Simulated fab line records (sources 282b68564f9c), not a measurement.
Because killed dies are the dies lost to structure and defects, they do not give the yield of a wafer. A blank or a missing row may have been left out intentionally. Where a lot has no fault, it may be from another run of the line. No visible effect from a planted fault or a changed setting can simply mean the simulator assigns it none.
Which of the tools did it?    flow ritCmos    Sampling: 15 lots, 45 wafers, 2 of 202 route steps

== WHAT EACH GAUGE READ, for each wafer ==
RIT_PSD_TW_MEAS_10.
lot   measured     on            PSD_TW
L282  day 3 08:22  filmMetro-03  3448 3444 3423
L283  day 3 13:13  filmMetro-03  3457 3479 3460
L285  day 3 22:11  filmMetro-03  3448 3429 3441
L286  day 4 03:12  filmMetro-04  3463 3471 3467
L287  day 4 06:43  filmMetro-02  3394 3379 3384
L288  day 4 11:49  filmMetro-03  3372 3400 3407
L290  day 4 22:33  filmMetro-04  3462 3464 3454
L291  day 5 02:46  filmMetro-03  3407 3391 3408
L293  day 5 13:25  filmMetro-04  30 30 30
L294  day 5 18:46  filmMetro-03  30 30 30
L295  day 6 01:42  filmMetro-04  30 30 30
L296  day 6 08:44  filmMetro-04  3483 3481 3475
L301  day 7 09:17  filmMetro-02  3410 3407 3388
L303  day 7 14:47  filmMetro-04  3472 3463 3482
L304  day 7 20:43  filmMetro-04  3455 3448 3455

== WHAT TOOL EACH LOT RAN ON (gives the tool, then ch and the chambers of the sampled wafers, and finally the start) ==
lot   RIT_NSD_STRIP_09
L282  plasmaAsher-03 ch 0,1, day 3 06:34
L283  plasmaAsher-03 ch 0,1, day 3 11:28
L285  plasmaAsher-01 ch 0,1, day 3 20:27
L286  plasmaAsher-02 ch 0,1, day 4 01:20
L287  plasmaAsher-02 ch 0,1, day 4 04:59
L288  plasmaAsher-01 ch 0,1, day 4 10:05
L290  plasmaAsher-01 ch 0,1, day 4 20:57
L291  plasmaAsher-02 ch 0,1, day 5 01:10
L293  plasmaAsher-03 ch 0,1, day 5 11:49
L294  plasmaAsher-03 ch 1, day 5 16:52
L295  plasmaAsher-02 ch 0,1, day 6 00:04
L296  plasmaAsher-01 ch 0,1, day 6 07:01
L301  plasmaAsher-03 ch 0,1, day 7 07:41
L303  plasmaAsher-03 ch 0,1, day 7 13:04
L304  plasmaAsher-02 ch 0,1, day 7 19:09
- RIT_NSD_STRIP_09: strips in O2, time 180 s.

== WHAT THE TOOLS THEMSELVES READ (means of the sampled wafers that have a number; where no wafer has one, the mark that the record gives instead) ==
RIT_NSD_STRIP_09.
lot   tool            chamberPressureMTorr (mTorr)  drypumpMotorCurrentA (A)
L282  plasmaAsher-03  4000                          5.6
L283  plasmaAsher-03  3999                          6.0
L285  plasmaAsher-01  4001                          5.7
L286  plasmaAsher-02  4001                          5.8
L287  plasmaAsher-02  4000                          5.8
L288  plasmaAsher-01  4002                          5.9
L290  plasmaAsher-01  4001                          5.7
L291  plasmaAsher-02  4003                          5.8
L293  plasmaAsher-03  -                             -
L294  plasmaAsher-03  -                             -
L295  plasmaAsher-02  -                             -
L296  plasmaAsher-01  3998                          5.9
L301  plasmaAsher-03  4000                          5.9
L303  plasmaAsher-03  3997                          6.0
L304  plasmaAsher-02  4001                          5.8

== THE ANSWER, worked out from the rows above alone ==
Rule: what is usual is taken from the lots themselves. The widest of any qualifying gaps counts: lots, ordered by their means at a reading, are off when they make up no more than a third of the lots, leave a main group of 4 or more, and stand apart from it by 3 or more times the standard deviation of that group's means. Not used: any main group whose means are identical at the precision the tables above print for the reading. Also off: a lot with no number at a reading for which 4 or more lots have one. Where the step has rows for the other lots, those lots are counted as sound. After the gauges, taken in route order, come the tools' own readings; for these a lot's mean is taken, as printed above. At the first step where some lot is off, the reading lying furthest off is the one used; lots without a number count as furthest.
Off: at RIT_PSD_TW_MEAS_10 (PSD_TW), L293, L294, L295. Main group: mean 3438, sd 32.
If a tool, at a process step before that reading, ran all the lots that are off and no sound lot after the first of them, it fits. The gauges at RIT_PSD_TW_MEAS_10 aren't tried: what is off there is off at RIT_NSD_STRIP_09 too, on other tools, and a gauge's error can't cause that. No candidate that was tried fits.

== WHAT WAS PUT IN BY THE SIMULATOR ==
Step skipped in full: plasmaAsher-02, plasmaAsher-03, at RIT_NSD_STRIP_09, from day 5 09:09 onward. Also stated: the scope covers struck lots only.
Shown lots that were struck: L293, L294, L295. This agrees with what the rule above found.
